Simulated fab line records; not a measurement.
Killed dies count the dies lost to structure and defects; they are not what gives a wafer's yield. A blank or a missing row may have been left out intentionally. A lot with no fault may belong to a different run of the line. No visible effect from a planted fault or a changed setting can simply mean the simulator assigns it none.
fab line records + flow berkeley_cmos170
record:
- lots: 13
- wafers: 39
- last_day: 12
route steps=331 shown PLDD@154
lots untouched by any fault: they come from a run of this same line in which no faults occurred
start_h: hours from the record's opening day to when the first of the lot's shown wafers began + wait_h: hours elapsed since this lot's preceding step + " the same as in the row above + L1.1+2: a single row standing in for several wafers + - no value present, or no start provided + * or withheld: withheld + < > ~ a bound
route shown NAME@n: names a module that has steps shown in the file, with the first one's number in the route + usual: mean/standard deviation of fault-free wafers + same: alike in all rows + chamber/n: place in a boat + sites: per-site readings + _std_site: their standard deviation + _edge_site: the outer-site mean with the inner-site mean subtracted + radius_mm: for every site, how far away it sits from the centre of the wafer + mask NAME#n: copy n + behind: the last tool/chamber to shape the wafer + hold: what put the lot on hold/how long, in hours/how the hold closed + device: transistor that didn't switch, given as n, p or np + end of line: the same wafers' tests at the end of the route + where a step has no rows: the recipe by itself + killed: dies that structure and defects cost at the first sort, which is not the same as the wafer's yield + map: a wafer's dies, marking killed ones x, the rest . and places with no die _
set.NAME: the run value of the setting; set.NAME@STEP: its run value at that earlier step + model.NAME: the simulator's own value behind a step, which no gauge read
steps of the route over a sample of lots; a table a step, a row a wafer
services: from which hour (start_h, from the record's first day; less than 0 if before it) a tool's chamber was out of use, for how many hours, and why
== steps ==
step: UCB170_PLDD_IMPLANT_09
recipe:
- species: BF2
- dose_cm2: 5e+13
- energy_kev: 10
- tilt_deg: 7
- rotation_deg: 180
usual:
- beam_energy_keV: 9.9998/0.0028
| lot.wafer | tool         | chamber | start_h | wait_h | beam_energy_keV |
|-----------|--------------|---------|---------|--------|-----------------|
| L266.1    | implanter-02 | 0       | 135.78  | 0.1    | 9.9948          |
| L266.2    | "            | 0       | "       | "      | 9.9949          |
| L266.6    | "            | 0       | "       | "      | 9.9957          |
| L265.2    | implanter-01 | 0       | 136.08  | 0.1    | 10.000          |
| L265.5    | "            | 0       | "       | "      | 10.0000         |
| L265.6    | "            | 0       | "       | "      | 9.9972          |
| L267.3    | implanter-02 | 0       | 136.32  | 0.1    | 10.005          |
| L267.4    | "            | 0       | "       | "      | 10.001          |
| L267.6    | "            | 0       | "       | "      | 10.003          |
| L269.1    | implanter-02 | 0       | 150.38  | 0.1    | 10.002          |
| L269.3    | "            | 0       | "       | "      | 10.002          |
| L269.5    | "            | 0       | "       | "      | 10.001          |
| L268.2    | implanter-03 | 0       | 150.96  | 0.1    | 10.000          |
| L268.3    | "            | 0       | "       | "      | 9.9959          |
| L268.4    | "            | 0       | "       | "      | 9.9945          |
| L274.2    | implanter-03 | 0       | 176.89  | 0.1    | 9.9957          |
| L274.4    | "            | 0       | "       | "      | 9.9976          |
| L274.5    | "            | 0       | "       | "      | 10.001          |
| L277.2    | implanter-02 | 0       | 191.04  | 0.1    | 10.003          |
| L277.4    | "            | 0       | "       | "      | 10.000          |
| L277.5    | "            | 0       | "       | "      | 9.9960          |
| L280.1    | implanter-01 | 0       | 206.71  | 0.1    | 10.001          |
| L280.3    | "            | 0       | "       | "      | 10.002          |
| L280.5    | "            | 0       | "       | "      | 10.000          |
| L279.1    | implanter-02 | 0       | 206.89  | 0.1    | 10.001          |
| L279.4    | "            | 0       | "       | "      | 10.002          |
| L279.5    | "            | 0       | "       | "      | 9.9997          |
| L283.1    | implanter-02 | 0       | 215.07  | 0.1    | 9.9967          |
| L283.5    | "            | 0       | "       | "      | 10.003          |
| L283.6    | "            | 0       | "       | "      | 10.001          |
| L282.1    | implanter-01 | 0       | 215.32  | 0.1    | 10.002          |
| L282.3    | "            | 0       | "       | "      | 9.9986          |
| L282.4    | "            | 0       | "       | "      | 10.006          |
| L285.4    | implanter-01 | 0       | 235.45  | 0.1    | 9.9989          |
| L285.5    | "            | 0       | "       | "      | 9.9997          |
| L285.6    | "            | 0       | "       | "      | 9.9985          |
| L288.2    | implanter-01 | 0       | 252.76  | 0.1    | 9.9984          |
| L288.4    | "            | 0       | "       | "      | 9.9973          |
| L288.5    | "            | 0       | "       | "      | 9.9956          |
step: UCB170_PLDD_TW_MEAS_11
usual:
- PLDD_TW: 1013/11
| lot.wafer | tool          | chamber | start_h | wait_h | PLDD_TW |
|-----------|---------------|---------|---------|--------|---------|
| L266.1    | film_metro-02 | -       | 136.03  | 0.1    | 993     |
| L266.2    | "             | -       | "       | "      | 996     |
| L266.6    | "             | -       | "       | "      | 1000    |
| L265.2    | film_metro-02 | -       | 136.32  | 0.1    | 993     |
| L265.5    | "             | -       | "       | "      | 999     |
| L265.6    | "             | -       | "       | "      | 989     |
| L267.3    | film_metro-01 | -       | 136.54  | 0.1    | 1029    |
| L267.4    | "             | -       | "       | "      | 1021    |
| L267.6    | "             | -       | "       | "      | 1020    |
| L269.1    | film_metro-04 | -       | 150.63  | 0.1    | 1017    |
| L269.3    | "             | -       | "       | "      | 1020    |
| L269.5    | "             | -       | "       | "      | 1025    |
| L268.2    | film_metro-01 | -       | 151.19  | 0.1    | 1017    |
| L268.3    | "             | -       | "       | "      | 1020    |
| L268.4    | "             | -       | "       | "      | 1021    |
| L274.2    | film_metro-02 | -       | 177.12  | 0.1    | 969     |
| L274.4    | "             | -       | "       | "      | 970     |
| L274.5    | "             | -       | "       | "      | 972     |
| L277.2    | film_metro-04 | -       | 191.27  | 0.1    | 1017    |
| L277.4    | "             | -       | "       | "      | 1020    |
| L277.5    | "             | -       | "       | "      | 1021    |
| L280.1    | film_metro-01 | -       | 206.96  | 0.1    | 1022    |
| L280.3    | "             | -       | "       | "      | 1018    |
| L280.5    | "             | -       | "       | "      | 1019    |
| L279.1    | film_metro-01 | -       | 207.14  | 0.1    | 1021    |
| L279.4    | "             | -       | "       | "      | 1020    |
| L279.5    | "             | -       | "       | "      | 1027    |
| L283.1    | film_metro-01 | -       | 215.32  | 0.1    | 1017    |
| L283.5    | "             | -       | "       | "      | 1024    |
| L283.6    | "             | -       | "       | "      | 1022    |
| L282.1    | film_metro-04 | -       | 215.57  | 0.1    | 1025    |
| L282.3    | "             | -       | "       | "      | 1026    |
| L282.4    | "             | -       | "       | "      | 1021    |
| L285.4    | film_metro-01 | -       | 235.66  | 0.1    | 1016    |
| L285.5    | "             | -       | "       | "      | 1012    |
| L285.6    | "             | -       | "       | "      | 1019    |
| L288.2    | film_metro-02 | -       | 252.99  | 0.1    | 994     |
| L288.4    | "             | -       | "       | "      | 995     |
| L288.5    | "             | -       | "       | "      | 993     |
step: UCB170_SDANNEAL_RS_MEAS_04
recipe:
- thk_meas_gauge: four-point-probe
usual:
- PLDD_RS: 1036/3.1
| lot.wafer | tool          | chamber | start_h | wait_h | PLDD_RS[ohm/sq] |
|-----------|---------------|---------|---------|--------|-----------------|
| L266.1    | film_metro-02 | -       | 148.83  | 0.1    | 1037            |
| L266.2    | "             | -       | "       | "      | 1036            |
| L266.6    | "             | -       | "       | "      | 1038            |
| L265.2    | film_metro-01 | -       | 149.67  | 0.1    | 1044            |
| L265.5    | "             | -       | "       | "      | 1040            |
| L265.6    | "             | -       | "       | "      | 1042            |
| L267.3    | film_metro-04 | -       | 150.04  | 0.1    | 1029            |
| L267.4    | "             | -       | "       | "      | 1034            |
| L267.6    | "             | -       | "       | "      | 1034            |
| L269.1    | film_metro-04 | -       | 160.64  | 0.1    | 1033            |
| L269.3    | "             | -       | "       | "      | 1031            |
| L269.5    | "             | -       | "       | "      | 1034            |
| L268.2    | film_metro-02 | -       | 161.19  | 0.1    | 1035            |
| L268.3    | "             | -       | "       | "      | 1036            |
| L268.4    | "             | -       | "       | "      | 1039            |
| L274.2    | film_metro-01 | -       | 195.05  | 0.1    | 1110            |
| L274.4    | "             | -       | "       | "      | 1110            |
| L274.5    | "             | -       | "       | "      | 1107            |
| L277.2    | film_metro-02 | -       | 202.96  | 0.1    | 1035            |
| L277.4    | "             | -       | "       | "      | 1037            |
| L277.5    | "             | -       | "       | "      | 1035            |
| L280.1    | film_metro-04 | -       | 221.73  | 0.1    | 1039            |
| L280.3    | "             | -       | "       | "      | 1038            |
| L280.5    | "             | -       | "       | "      | 1039            |
| L279.1    | film_metro-02 | -       | 222.77  | 0.1    | 1032            |
| L279.4    | "             | -       | "       | "      | 1036            |
| L279.5    | "             | -       | "       | "      | 1031            |
| L283.1    | film_metro-04 | -       | 226.52  | 0.1    | 1041            |
| L283.5    | "             | -       | "       | "      | 1040            |
| L283.6    | "             | -       | "       | "      | 1038            |
| L282.1    | film_metro-02 | -       | 226.58  | 0.1    | 1029            |
| L282.3    | "             | -       | "       | "      | 1033            |
| L282.4    | "             | -       | "       | "      | 1033            |
| L285.4    | film_metro-04 | -       | 249.52  | 0.1    | 1036            |
| L285.5    | "             | -       | "       | "      | 1036            |
| L285.6    | "             | -       | "       | "      | 1036            |
| L288.2    | film_metro-04 | -       | 265.77  | 0.1    | 1036            |
| L288.4    | "             | -       | "       | "      | 1034            |
| L288.5    | "             | -       | "       | "      | 1034            |
== services ==
| tool         | chamber | start_h | hours | kind   |
|--------------|---------|---------|-------|--------|
| implanter-02 | -       | 144.08  | 4.7   | repair |
| implanter-03 | -       | 148.21  | 1.0   | repair |
| implanter-03 | -       | 175.17  | 1.5   | repair |
| implanter-01 | -       | 203.05  | 3.4   | pm     |
| implanter-01 | -       | 244.28  | 3.7   | pm     |
== key ==
first_sign:
- step: UCB170_PLDD_TW_MEAS_11
- reading: PLDD_TW
- direction: down
- sigmas: 3.8
- usual: 1013
- struck: 970
effect:
- step: UCB170_SDANNEAL_RS_MEAS_04
- reading: PLDD_RS
- direction: up
- sigmas: 23
- usual: 1036
- struck: 1109
met_at UCB170_PLDD_IMPLANT_09
struck_lots L274
tester_left_out L274
onset_between 150.96 176.89
fault:
- kind: process_parameter_drift
- tool: implanter-03
- chamber: -
- onset_h: 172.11
- steps: UCB170_PLDD_IMPLANT_09
- channel: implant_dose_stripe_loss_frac
- offset: 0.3
- shape: step
- end_h: 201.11
tester_left_out: of these lots the tester's yield and bins aren't shown, on N5 and GAA mostly nor the transistor test; their killed dies are dies lost to structure and defects alone, not to doping, threshold or leakage, so they don't give the yield
